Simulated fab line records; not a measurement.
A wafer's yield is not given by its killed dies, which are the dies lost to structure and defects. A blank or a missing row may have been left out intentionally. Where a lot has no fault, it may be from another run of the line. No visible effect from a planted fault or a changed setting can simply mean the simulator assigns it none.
Struck lot and sound lot, side by side -- flow rit-cmos -- 10 steps out of a route of 202
Sound: wafers L339.3, L339.4, L339.5. Struck: wafers L347.1, L347.4, L347.6. Last of all comes the cause.
Each step with rows lists, per side, the tool, then ch with its chambers, then its first start. Under that, the readings that differ: sound wafers -- struck wafers -- difference of the means -- sigmas: that difference in standard deviations of wafers without a fault.
alike: readings whose means differ by less than 2 such deviations, and words and numbers that are the same on both sides. not compared: withheld readings, readings that some wafer has no value for, bounds like >300 that may hide the same value, and numbers for which the record gives no deviation and whose values overlap.
Wherever a step has rows on one side only, a row that says differs or no value, or a row with sigmas, the two part there. Non-overlapping numbers with no deviation appear without sigmas and do not part them. Lack of a reading on every wafer of one side parts them only where that side has two or more wafers.

RIT_ACTIVE_BOW_MEAS_00:
  sound on film-metro-04 at day 1 20:02; struck on film-metro-02 at day 3 12:00
  alike: INCOMING_BOW
then, 1 step without rows for these wafers: RIT_ACTIVE_OXIDATION_01 (target thk 46.8 nm, ox time 3360 s).
RIT_ACTIVE_THK_MEAS_02:
  sound on film-metro-04 at day 1 22:04; struck on film-metro-04 at day 3 14:03
  alike: ACTIVE_OXIDE_THK
then, 1 step without rows for these wafers: RIT_ACTIVE_CVD_03 (deposits Si3N4 from SiH2Cl2/NH3, target thk 150 nm, time 1500 s).
RIT_ACTIVE_THK_MEAS_04:
  sound on film-metro-01 at day 1 23:33; struck on film-metro-02 at day 3 15:32
  alike: ACTIVE_NITRIDE_THK
then, 3 steps without rows for these wafers: RIT_ACTIVE_HMDS_05 (prime time 60 s); RIT_ACTIVE_COAT_06 (resist thk 1000 nm); RIT_ACTIVE_SOFTBAKE_07 (time 60 s).
RIT_ACTIVE_EXPOSE_08: exposes mask M1, target cd 1400 nm.
  sound on iline-stepper-01 ch 0, day 2 00:05; struck on iline-stepper-02, day 3 16:10
  no value came back on the struck wafers for exposure-dose-mJ-cm2, focus-offset-nm (nm), na; on the sound wafers exposure-dose-mJ-cm2 reads 225.20 225.19 224.81
  alike: mask
then, 1 step without rows for these wafers: RIT_ACTIVE_PEB_09.

WHERE THEY PART
At RIT_ACTIVE_EXPOSE_08 and nowhere else, as far as this record goes.

WHY: what the simulator had put in
Beginning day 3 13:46, the whole step at RIT_ACTIVE_EXPOSE_08 was skipped on iline-stepper-02. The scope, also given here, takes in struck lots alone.
